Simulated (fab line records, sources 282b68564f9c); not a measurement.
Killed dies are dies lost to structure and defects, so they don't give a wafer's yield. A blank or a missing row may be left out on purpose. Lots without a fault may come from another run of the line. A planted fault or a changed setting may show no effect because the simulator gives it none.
fab line records | flow rit_cmos
record lots=7 wafers=21 last_day=7
route steps=202 shown GATE@75 FOX2@80 M1@202
lots that met no fault: from a run of the same line without faults
start_h: hours from the record's first day to the start of the lot's first wafer shown | wait_h: hours since the lot's step before | " the same as in the row above | L1.1+2: a row that stands for several wafers | - no value, or no start given | * or withheld: withheld | < > ~ a bound
route shown NAME@n: a module of which the file shows steps, and the number in the route of the first | usual: mean/standard deviation of fault-free wafers | same: alike in all rows | chamber/n: place in a boat | sites: the reading at each site | _std_site: their standard deviation | _edge_site: outer sites' mean less inner sites' | radius_mm: how far each site lies from the wafer's centre | mask NAME#n: copy n | behind: the tool/chamber that last shaped the wafer | hold: why the lot was held/for how many hours/how that ended | device: the transistor (n, p or np) that didn't switch | end of line: the same wafers' tests at the end of the route | a step without rows: its recipe alone | killed: dies lost to structure and defects at the first sort, not the wafer's yield | map: a wafer's dies, x killed, . not, _ none there
set.NAME: the setting as run; set.NAME@STEP: as run at that earlier step | model.NAME: the simulator's own value behind a step, which no gauge read
lots at some steps of the route; a table a step, a row a wafer
services: from which hour (start_h, from the record's first day; less than 0 if before it) a tool's chamber was out of use, for how many hours, and why
## steps
# step RIT_GATE_WET_ETCH_00
# recipe chemistry=BOE target=SiO2 target_depth_nm=56 time_s=60 dry=n2_spin dilution=10:1 temp_c=21.5
# step RIT_GATE_CLEAN_01
# recipe chemistry=SC1 mix=3:3:50 time_s=600 temp_c=75
# step RIT_GATE_CLEAN_02
# recipe chemistry=dHF dilution=50:1 time_s=30
# step RIT_GATE_CLEAN_03
# recipe chemistry=SC2 mix=3:3:50 time_s=600 temp_c=75 dry=n2_spin
# step RIT_GATE_CLEAN_04
# recipe chemistry=dHF dilution=50:1 time_s=60 dry=n2_spin
# step RIT_FOX2_THK_MEAS_91
# recipe reads=SiO2_of_FOX2_OXIDATION_00
# usual FIELD_OXIDE_LEFT_2_THK=252/7.7
# columns lot.wafer tool chamber start_h wait_h FIELD_OXIDE_LEFT_2_THK[nm]
L891.1 film_metro-02 - 64.04 0.0 261
L891.2 " - " " 258
L891.4 " - " " 258
L894.1 film_metro-02 - 77.24 0.0 260
L894.3 " - " " 262
L894.6 " - " " 261
L900.1 film_metro-01 - 115.59 0.0 254
L900.2 " - " " 252
L900.5 " - " " 256
L901.2 film_metro-03 - 121.92 0.0 255
L901.4 " - " " 249
L901.6 " - " " 252
L902.2 film_metro-02 - 127.54 0.0 255
L902.4 " - " " 261
L902.5 " - " " 255
L904.2 film_metro-01 - 135.91 0.0 259
L904.3 " - " " 256
L904.5 " - " " 250
L905.1 film_metro-02 - 143.94 0.0 251
L905.3 " - " " 244
L905.6 " - " " 246
# step RIT_GATE_OXIDATION_05
# recipe temp_c=895.1 ambient=O2 target_thk_a=30 ox_time_s=270
# step RIT_GATE_ANNEAL_06
# recipe temp_c=900 time_s=600 ambient=N2O
# step RIT_GATE_THK_MEAS_07
# recipe reads=SiO2_of_GATE_OXIDATION_05
# usual GATE_OXIDE_THK=2.80/0.061
# columns lot.wafer tool chamber start_h wait_h GATE_OXIDE_THK[nm]
L891.1 film_metro-02 - 70.54 0.0 2.86
L891.2 " - " " 2.86
L891.4 " - " " 2.78
L894.1 film_metro-03 - 82.31 0.0 2.93
L894.3 " - " " 2.79
L894.6 " - " " 2.82
L900.1 film_metro-01 - 126.44 0.0 2.88
L900.2 " - " " 2.81
L900.5 " - " " 2.82
L901.2 film_metro-02 - 131.71 0.0 2.72
L901.4 " - " " 2.76
L901.6 " - " " 2.76
L902.2 film_metro-01 - 134.79 0.0 2.83
L902.4 " - " " 2.75
L902.5 " - " " 2.83
L904.2 film_metro-03 - 137.76 0.0 2.82
L904.3 " - " " 2.70
L904.5 " - " " 2.82
L905.1 film_metro-01 - 151.15 0.0 2.80
L905.3 " - " " 2.83
L905.6 " - " " 2.74
# step RIT_GATE_CVD_08
# recipe material=poly-Si target_thk_nm=250 temp_c=610 precursor=SiH4 time_s=2220 pressure_mtorr=300 sih4_flow_sccm=100
# step RIT_GATE_THK_MEAS_09
# recipe reads=poly-Si_of_GATE_CVD_08
# usual GATE_POLY_THK=250.0/2.2
# columns lot.wafer tool chamber start_h wait_h GATE_POLY_THK[nm]
L891.1 film_metro-02 - 72.22 0.0 252.8
L891.2 " - " " 253.7
L891.4 " - " " 253.2
L894.1 film_metro-03 - 83.99 0.0 252.5
L894.3 " - " " 252.7
L894.6 " - " " 249.8
L900.1 film_metro-03 - 128.12 0.0 250.6
L900.2 " - " " 249.6
L900.5 " - " " 249.4
L901.2 film_metro-01 - 133.39 0.0 245.1
L901.4 " - " " 246.5
L901.6 " - " " 243.7
L902.2 film_metro-01 - 136.47 0.0 246.1
L902.4 " - " " 247.4
L902.5 " - " " 247.3
L904.2 film_metro-01 - 140.60 0.0 248.8
L904.3 " - " " 248.0
L904.5 " - " " 247.9
L905.1 film_metro-03 - 152.89 0.1 250.7
L905.3 " - " " 250.8
L905.6 " - " " 251.4
# step RIT_GATE_HMDS_10
# recipe prime_time_s=60 prime_temp_c=140
# step RIT_GATE_COAT_11
# recipe resist=NOVOLAK spin_rpm=4250 resist_thk_nm=850
# usual chill_plate_temp_C=23.02/0.11 spin_speed_rpm=4250/3.1
# columns lot.wafer tool chamber start_h wait_h chill_plate_temp_C spin_speed_rpm model.NOVOLAK_of_GATE_COAT_11.thk_nm
L891.1 litho_track-04 0 72.43 0.1 23.05 4251 848
L891.2 " 0 " " 22.98 4250 847.2
L891.4 " 0 " " 23.04 4251 847.6
L894.1 litho_track-01 0 84.20 0.1 22.85 4248 850.4
L894.3 " 0 " " 23.10 4252 850.2
L894.6 " 0 " " 23.11 4254 851.9
L900.1 litho_track-01 0 128.33 0.1 22.99 3734 911.6
L900.2 " 0 " " 23.16 3732 908.6
L900.5 " 0 " " 22.99 3735 908.1
L901.2 litho_track-04 0 133.61 0.1 23.08 4249 854.8
L901.4 " 0 " " 23.10 4248 852.6
L901.6 " 0 " " 22.94 4246 853.2
L902.2 litho_track-01 0 136.77 0.1 22.95 3732 905
L902.4 " 0 " " 23.02 3736 906.9
L902.5 " 0 " " 23.09 3733 906.4
L904.2 litho_track-01 0 140.83 0.1 23.18 3733 913.6
L904.3 " 0 " " 23.15 3734 911.7
L904.5 " 0 " " 23.20 3730 912.5
L905.1 litho_track-03 0 153.13 0.1 23.12 4250 849.2
L905.3 " 0 " " 22.93 4253 850
L905.6 " 0 " " 22.94 4249 849.5
# step RIT_GATE_SOFTBAKE_12
# recipe resist=NOVOLAK temp_c=90 time_s=60
# step RIT_GATE_EXPOSE_13
# recipe mask_id=M6 na=0.6 source_shape=conventional sigma_outer=0.6 target_cd_nm=150 dose_mj=380
# step RIT_GATE_PEB_14
# recipe resist=NOVOLAK temp_c=withheld time_s=withheld
# step RIT_GATE_DEVELOP_15
# recipe resist=NOVOLAK develop_time_s=51.85 dev_temp_c=23
# usual chill_plate_temp_C=22.99/0.11
# columns lot.wafer tool chamber start_h wait_h chill_plate_temp_C model.GATE.cd_nm
L891.1 litho_track-03 0 - - 23.14 152.5
L891.2 " 0 " " 23.15 150.8
L891.4 " 0 " " 22.96 150.4
L894.1 litho_track-01 0 - - 23.08 149.2
L894.3 " 0 " " 23.05 146.6
L894.6 " 0 " " 22.92 146.5
L900.1 litho_track-03 0 - - 23.01 159
L900.2 " 0 " " 22.78 156.4
L900.5 " 0 " " 22.80 157
L901.2 litho_track-04 0 - - 22.87 148.9
L901.4 " 0 " " 22.94 147.8
L901.6 " 0 " " 22.87 146.9
L902.2 litho_track-03 0 - - 22.89 157.6
L902.4 " 0 " " 22.81 160.4
L902.5 " 0 " " 22.96 159.7
L904.2 litho_track-01 0 - - 22.93 161.1
L904.3 " 0 " " 22.79 159.8
L904.5 " 0 " " 22.92 158.6
L905.1 litho_track-03 0 - - 23.03 146.7
L905.3 " 0 " " 22.98 150.9
L905.6 " 0 " " 23.02 150.3
# step RIT_GATE_CD_MEAS_16
# recipe target_cd_nm=150
# usual cd_nm=149.9/2.5
# columns lot.wafer tool chamber start_h wait_h cd_nm
L891.1 cd_sem-02 - 73.13 - 152.2
L891.2 " - " " 150.8
L891.4 " - " " 150.1
L894.1 cd_sem-02 - 85.14 - 149.6
L894.3 " - " " 146.7
L894.6 " - " " 146.5
L900.1 cd_sem-02 - 129.03 - 159.0
L900.2 " - " " 156.3
L900.5 " - " " 156.6
L901.2 cd_sem-02 - 134.43 - 149.0
L901.4 " - " " 148.0
L901.6 " - " " 146.6
L902.2 cd_sem-01 - 139.64 - 157.5
L902.4 " - " " 160.6
L902.5 " - " " 159.8
L904.2 cd_sem-02 - 141.52 - 160.8
L904.3 " - " " 159.7
L904.5 " - " " 158.5
L905.1 cd_sem-02 - 154.15 - 147.3
L905.3 " - " " 150.8
L905.6 " - " " 150.7
# step RIT_GATE_OVL_MEAS_17
# usual GATE_OVL=0.1/1.5
# columns lot.wafer tool chamber start_h wait_h GATE_OVL[nm]
L891.1 overlay-01 - 73.25 0.1 1.7
L891.2 " - " " -0.2
L891.4 " - " " 1.7
L894.1 overlay-02 - 85.26 0.1 -0.4
L894.3 " - " " -0.6
L894.6 " - " " -0.2
L900.1 overlay-01 - 129.15 0.1 -1.8
L900.2 " - " " -1.1
L900.5 " - " " -1.9
L901.2 overlay-02 - 134.54 0.1 3.7
L901.4 " - " " 1.6
L901.6 " - " " 2.0
L902.2 overlay-01 - 139.74 0.1 -1.0
L902.4 " - " " 0.1
L902.5 " - " " 1.4
L904.2 overlay-01 - 141.63 0.1 -1.5
L904.3 " - " " 0.0
L904.5 " - " " 0.6
L905.1 overlay-02 - 154.27 0.1 -0.6
L905.3 " - " " -0.9
L905.6 " - " " -1.2
# step RIT_GATE_HARDBAKE_18
# recipe resist=NOVOLAK temp_c=140 time_s=60
# step RIT_GATE_ETCH_19
# recipe chemistry=SF6/CHF3/O2 time_s=165 SF6_flow_sccm=30 CHF3_flow_sccm=30 O2_flow_sccm=5 target=poly-Si pressure_mtorr=40 rf_w=160 target_depth_a=3125 over_etch_frac=0.25 stop_on=SiO2
# usual O2_flow_sccm=5.001/0.015 drypump_motor_current_A=5.5/0.35 oes_product_au=0.851/0.014 throttle_valve_pct=10.24/0.11
# columns lot.wafer tool chamber start_h wait_h O2_flow_sccm drypump_motor_current_A oes_product_au rf_hours_counter_h throttle_valve_pct model.NOVOLAK_of_GATE_COAT_11.thk_nm model.GATE.cd_nm
L891.1 rie_si-01 2 73.44 0.1 5.007 5.9 0.862 3 10.18 666 152.5
L891.2 " 3 " " 4.992 5.8 0.836 89 10.06 669.2 150.9
L891.4 " 1 " " 4.971 4.8 0.870 - 10.13 666.6 150.6
L894.1 rie_si-02 2 85.45 0.1 5.003 5.4 0.846 71 10.40 672.7 149.2
L894.3 " 3 " " 5.006 5.3 0.866 30 10.27 673.2 146.7
L894.6 " 0 " " 4.989 5.4 0.838 - 10.37 672.3 146.4
L900.1 rie_si-02 3 129.34 0.1 5.009 5.4 0.864 30 10.27 727.9 159.1
L900.2 " 1 " " 4.990 6.0 0.852 39 10.33 719 156.1
L900.5 " 1 " " 4.993 6.0 0.854 - 10.34 719 156.7
L901.2 rie_si-01 1 134.89 0.1 5.010 4.8 0.842 69 10.13 673.2 149
L901.4 " 2 " " 4.986 5.9 0.846 - 10.19 669 147.6
L901.6 " 1 " " 5.017 4.8 0.841 - 10.12 671.8 147
L902.2 rie_si-02 2 140.02 0.1 5.001 5.4 0.831 72 10.39 720.8 157.6
L902.4 " 1 " " 5.003 6.0 0.855 39 10.33 716.7 160
L902.5 " 0 " " 4.981 5.3 0.837 - 10.38 720.3 159.8
L904.2 rie_si-01 0 141.94 0.1 5.007 5.6 0.872 102 10.22 726.5 161.2
L904.3 " 3 " " 5.003 5.8 0.839 89 10.06 725.3 159.8
L904.5 " 1 " " 4.987 4.8 0.858 - 10.12 724 158.6
L905.1 rie_si-02 0 154.45 0.1 4.996 5.4 0.831 1 10.38 669.8 146.8
L905.3 " 2 " " 5.000 5.4 0.831 72 10.39 671.9 151.1
L905.6 " 2 " " 5.020 5.4 0.846 - 10.39 671.5 150.4
# step RIT_GATE_STRIP_20
# recipe chemistry=O2 time_s=180 resist=NOVOLAK platen_temp_c=withheld power_w=500 pressure_mtorr=4000 o2_flow_sccm=4000
# usual drypump_motor_current_A=6.2/0.66
# columns lot.wafer tool chamber start_h wait_h drypump_motor_current_A rf_hours_counter_h
L891.1 plasma_asher-01 0 73.54 0.1 6.8 28
L891.2 " 1 " " 5.8 28
L891.4 " 1 " " 5.8 -
L894.1 plasma_asher-01 1 85.55 0.1 5.8 29
L894.3 " 0 " " 6.7 -
L894.6 " 1 " " 5.7 -
L900.1 plasma_asher-01 0 129.44 0.1 6.8 33
L900.2 " 1 " " 5.8 33
L900.5 " 1 " " 5.8 -
L901.2 plasma_asher-04 0 134.99 0.1 6.6 47
L901.4 " 1 " " 5.0 -
L901.6 " 1 " " 5.0 -
L902.2 plasma_asher-02 0 140.13 0.1 6.5 48
L902.4 " 0 " " 6.5 -
L902.5 " 0 " " 6.5 -
L904.2 plasma_asher-01 0 142.04 0.1 6.7 34
L904.3 " 0 " " 6.7 -
L904.5 " 1 " " 5.7 -
L905.1 plasma_asher-04 0 154.56 0.1 6.6 50
L905.3 " 1 " " 5.0 -
L905.6 " 1 " " 5.0 -
# step RIT_M1_PROBE_99
# usual killed_at_front_end=7.1/2.8 killed_dies=7.1/2.9 killed_open=3.4/2 killed_short=3.6/2.1
# same gross_dies=264 killed_at_M0_to_M3=0 killed_at_M4_up=0 killed_at_back_side=0 killed_at_contacts=0 killed_at_other=0
# columns lot.wafer tool chamber start_h wait_h killed_at_front_end killed_dies killed_open killed_short model.etest.pmos_0p15.r_on_ohm_um model.etest.pmos_turned.r_on_ohm_um model.etest.nmos_0p15.r_on_ohm_um model.etest.nmos_0p15.drive_ua_um model.etest.pmos_0p15.drive_ua_um model.etest.npoly_line.line_ohm_um model.etest.ppoly_line.line_ohm_um model.etest.pmos_turned.drive_ua_um
L891.1 prober-01 - 97.57 0.1 7 7 3 4 2703 3357 1099 486.1 262.6 164.4 157.3 199.2
L891.2 prober-01 - 97.62 0.1 8 8 5 3 2757 3402 1099 485.5 260.6 166.6 160 193
L891.4 prober-01 - 97.72 0.2 8 8 7 1 2663 3298 1065 502.4 269.5 165.2 159.3 200.8
L894.1 prober-02 - 110.50 0.1 4 4 0 3 2674 3287 1114 498 270.1 166.6 164.3 205.9
L894.3 prober-02 - 110.60 0.2 7 7 4 2 2601 3199 1060 514.1 282.2 170.6 162.9 208.8
L894.6 prober-02 - 110.75 0.2 3 3 1 2 2622 3258 1056 511.9 276.3 172.4 165.6 203.1
L900.1 prober-02 - 152.77 0.1 7 7 3 3 2828 3393 1126 464.3 253.9 151.8 147.1 195.3
L900.2 prober-02 - 152.82 0.1 10 10 3 5 2784 3413 1184 465.4 258.2 157.5 153.3 197
L900.5 prober-02 - 152.97 0.2 8 8 1 7 2719 3315 1124 473.1 259.9 154.9 150.1 199.9
L901.2 prober-01 - 156.55 0.1 8 8 4 3 2662 3333 1089 504.1 273.7 170.6 164 200.2
L901.4 prober-01 - 156.65 0.2 6 6 3 3 2642 3358 1080 509.4 276.4 175.8 167.7 197.3
L901.6 prober-01 - 156.75 0.2 7 7 3 4 2609 3262 1073 510.3 277.2 176.6 165.4 204
L902.2 prober-02 - 166.65 0.1 6 6 2 4 2906 3520 1212 439.9 245.3 153.2 148.7 187.2
L902.4 prober-02 - 166.75 0.2 8 8 5 3 2855 3487 1201 451 250.7 150.6 143.7 192.4
L902.5 prober-02 - 166.80 0.2 7 7 3 4 2907 3534 1220 439.6 243.5 150.3 145.1 186.8
L904.2 prober-01 - 168.15 0.1 4 4 1 3 3029 3781 1194 456.4 237.6 150.3 143.2 173.6
L904.3 prober-01 - 168.20 0.2 8 8 4 4 2976 3691 1164 474.6 242.7 151.9 149.1 178.2
L904.5 prober-01 - 168.30 0.2 10 10 2 8 2994 3739 1175 462.2 240.5 156.4 150.5 173.1
L905.1 prober-02 - 177.45 0.1 4 4 3 1 2646 3324 1141 502.5 278.8 176.1 164.4 202
L905.3 prober-02 - 177.55 0.2 15 15 7 8 2737 3400 1138 481.6 260.6 165.5 159.2 193.3
L905.6 prober-02 - 177.70 0.2 5 5 4 1 2765 3453 1178 484.4 266.3 161.8 162.6 191.3
# killed by level:class
L891.1 FOX2:geometric_particle:short=1 GATE:geometric_particle:open=1 GATE:geometric_particle:short=1 REOX:geometric_particle:short=1 REOX:geometric_particle:open=1 SPACER:geometric_particle:short=1 SILICIDE:geometric_particle:open=1
L891.2 GATE:geometric_particle:open=2 SILICIDE:geometric_particle:open=2 GATE:geometric_particle:short=1 SPACER:geometric_particle:open=1 SPACER:geometric_particle:short=1 SILICIDE:geometric_particle:short=1
L891.4 FOX1:geometric_particle:open=2 GATE:geometric_particle:open=2 SILICIDE:geometric_particle:open=2 FOX2:geometric_particle:open=1 REOX:geometric_particle:short=1
L894.1 FOX2:geometric_particle:short=1 GATE:geometric_particle:short=1 REOX:geometric_particle:short=1 NRETRO:coat_microbubble_printed=1
L894.3 REOX:geometric_particle:open=2 SPACER:geometric_particle:open=2 GATE:geometric_particle:short=1 SPACER:geometric_particle:short=1 NRETRO:coat_microbubble_printed=1
L894.6 GATE:geometric_particle:short=2 FOX2:geometric_particle:open=1
L900.1 REOX:geometric_particle:short=2 FOX2:geometric_particle:open=1 GATE:geometric_particle:short=1 GATE:geometric_particle:open=1 REOX:geometric_particle:open=1 PRETRO:coat_microbubble_printed=1
L900.2 GATE:geometric_particle:open=3 GATE:geometric_particle:short=3 SPACER:geometric_particle:short=2 PRETRO:coat_microbubble_printed=2
L900.5 GATE:geometric_particle:short=5 FOX2:geometric_particle:short=1 GATE:geometric_particle:open=1 SPACER:geometric_particle:short=1
L901.2 REOX:geometric_particle:open=2 FOX1:geometric_particle:open=1 REOX:geometric_particle:short=1 SPACER:geometric_particle:short=1 SPACER:geometric_particle:open=1 SILICIDE:geometric_particle:short=1 PWELL:coat_microbubble_printed=1
L901.4 GATE:geometric_particle:short=3 FOX1:geometric_particle:open=2 GATE:geometric_particle:open=1
L901.6 REOX:geometric_particle:short=2 FOX2:geometric_particle:open=1 GATE:geometric_particle:short=1 GATE:geometric_particle:open=1 SILICIDE:geometric_particle:open=1 SILICIDE:geometric_particle:short=1
L902.2 GATE:geometric_particle:short=2 FOX1:geometric_particle:short=1 GATE:geometric_particle:open=1 REOX:geometric_particle:short=1 SPACER:geometric_particle:open=1
L902.4 GATE:geometric_particle:open=4 GATE:geometric_particle:short=2 FOX2:geometric_particle:short=1 REOX:geometric_particle:open=1
L902.5 FOX1:geometric_particle:short=2 FOX1:geometric_particle:open=1 FOX2:geometric_particle:short=1 FOX2:geometric_particle:open=1 GATE:geometric_particle:short=1 REOX:geometric_particle:open=1
L904.2 GATE:geometric_particle:short=2 GATE:geometric_particle:open=1 SPACER:geometric_particle:short=1
L904.3 GATE:geometric_particle:short=3 FOX1:geometric_particle:short=1 FOX2:geometric_particle:open=1 GATE:geometric_particle:open=1 REOX:geometric_particle:open=1 SILICIDE:geometric_particle:open=1
L904.5 GATE:geometric_particle:short=4 FOX1:geometric_particle:short=1 FOX2:geometric_particle:short=1 GATE:geometric_particle:open=1 SPACER:geometric_particle:open=1 SPACER:geometric_particle:short=1 SILICIDE:geometric_particle:short=1
L905.1 GATE:geometric_particle:open=3 GATE:geometric_particle:short=1
L905.3 GATE:geometric_particle:short=5 GATE:geometric_particle:open=3 SILICIDE:geometric_particle:open=3 SPACER:geometric_particle:short=2 FOX2:geometric_particle:short=1 SPACER:geometric_particle:open=1
L905.6 GATE:geometric_particle:open=4 FOX2:geometric_particle:short=1
## services
# columns tool chamber start_h hours kind
rie_si-01 0 72.10 8.9 repair
rie_si-02 - 97.06 2.0 repair
plasma_asher-04 - 125.04 1.7 repair
rie_si-01 3 126.33 8.6 repair
plasma_asher-02 - 126.86 2.8 pm
plasma_asher-01 - 132.82 4.3 pm
## key
first_sign step=RIT_GATE_COAT_11 reading=spin_speed_rpm direction=down sigmas=99+ usual=4250 struck=3733
effect step=RIT_GATE_CD_MEAS_16 reading=cd_nm direction=up sigmas=3.6 usual=149.9 struck=158.8
model_effect step=RIT_GATE_COAT_11 value=NOVOLAK_of_GATE_COAT_11.thk_nm without=852.2 struck=909.4
model_effect step=RIT_GATE_DEVELOP_15 value=GATE.cd_nm without=149.2 struck=158.8
model_effect step=RIT_GATE_ETCH_19 value=NOVOLAK_of_GATE_COAT_11.thk_nm without=672.1 struck=722.2
model_effect step=RIT_M1_PROBE_99 value=etest.pmos_0p15.r_on_ohm_um without=2679 struck=2889
met_at RIT_GATE_COAT_11
struck_wafers L900.1,L900.2,L900.5,L902.2,L902.4,L902.5,L904.2,L904.3,L904.5
tester_left_out L900,L902,L904
onset_between 84.20 128.33
fault kind=process_parameter_drift tool=litho_track-01 chamber=- onset_h=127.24 steps=RIT_GATE_COAT_11 channel=spin_rpm offset=-517.48 shape=step end_h=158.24 acts_in=these_recipes_only stated=4250
# tester_left_out: of these lots the tester's yield and bins aren't shown, on N5 and GAA mostly nor the transistor test; their killed dies are dies lost to structure and defects alone, not to doping, threshold or leakage, so they don't give the yield
